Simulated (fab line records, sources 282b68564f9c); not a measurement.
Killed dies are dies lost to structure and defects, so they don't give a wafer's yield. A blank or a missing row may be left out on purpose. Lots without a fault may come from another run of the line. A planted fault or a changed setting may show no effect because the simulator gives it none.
A struck lot beside a sound one | flow rit_cmos | 15 steps out of a route of 202
Sound: wafers L175.1, L175.5, L175.6. Struck: wafers L179.1, L179.3, L179.6. The cause comes at the end.
At each step with rows: each side's tool, then ch and its chambers, then its first start. Under that, the readings that differ: sound wafers | struck wafers | difference of the means | sigmas: that difference in standard deviations of wafers without a fault.
alike: readings whose means differ by less than 2 such deviations, and words and numbers that are the same on both sides. not compared: withheld readings, readings that some wafer has no value for, bounds like >300 that may hide the same value, and numbers for which the record gives no deviation and whose values overlap.
The two part at a step that has a row with sigmas, a row that says differs or no value, or rows on one side only. Numbers that don't overlap but have no deviation are shown without sigmas and don't part them. A reading that every wafer of one side lacks parts them only if that side has two wafers or more.

first, 5 steps without rows for these wafers: RIT_NLDD_COAT_01 (resist thk 1000 nm); RIT_NLDD_SOFTBAKE_02 (time 60 s); RIT_NLDD_EXPOSE_03 (exposes mask M7, target cd 40700 nm); RIT_NLDD_PEB_04; RIT_NLDD_DEVELOP_05 (develop time 50 s).
RIT_NLDD_OVL_MEAS_06:
  sound on overlay-02, day 3 05:13; struck on overlay-01, day 3 22:53
  alike: NLDD_OVL
then, 2 steps without rows for these wafers: RIT_NLDD_HARDBAKE_07 (time 60 s); RIT_NLDD_IMPLANT_08.
RIT_NLDD_STRIP_09: strips in O2, time 180 s.
  sound on plasma_asher-02 ch 0,1, day 3 05:32; struck on plasma_asher-03 ch 0,1, day 3 23:13
  alike: chamber_pressure_mTorr, drypump_motor_current_A, rf_refl_power_W
  not compared: rf_hours_counter_h
RIT_NLDD_TW_MEAS_10:
  sound on film_metro-03, day 3 05:43; struck on film_metro-02, day 3 23:23
  alike: NLDD_TW
then, 2 steps without rows for these wafers: RIT_PLDD_HMDS_00 (prime time 60 s); RIT_PLDD_COAT_01 (resist thk 1000 nm).
RIT_PLDD_SOFTBAKE_02: time 60 s.
  sound on litho_track-01 ch 0, day 3 06:05; struck on litho_track-01 ch 0, day 3 23:45
  reading          | sound             | struck            | difference | sigmas
  run_length_s (s) | 89.11 89.09 89.23 | 94.37 94.57 94.50 | +5.34      | +41
  alike: resist_line_temp_C
then, 1 step without rows for these wafers: RIT_PLDD_EXPOSE_03 (exposes mask M8, target cd 40900 nm).
RIT_M1_PROBE_99:
  sound on prober-01, day 3 22:23; struck on prober-01, day 4 15:59
  alike: killed_at_contacts, killed_at_front_end, killed_dies, killed_open, killed_short

WHERE THEY PART
Only at RIT_PLDD_SOFTBAKE_02, within this record. Later steps at which nothing parts them and some readings are alike: RIT_M1_PROBE_99.

WHY: what the simulator had put in
Process parameter drift: litho_track-01, from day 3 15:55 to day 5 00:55, at RIT_PLDD_SOFTBAKE_02. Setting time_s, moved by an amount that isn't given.
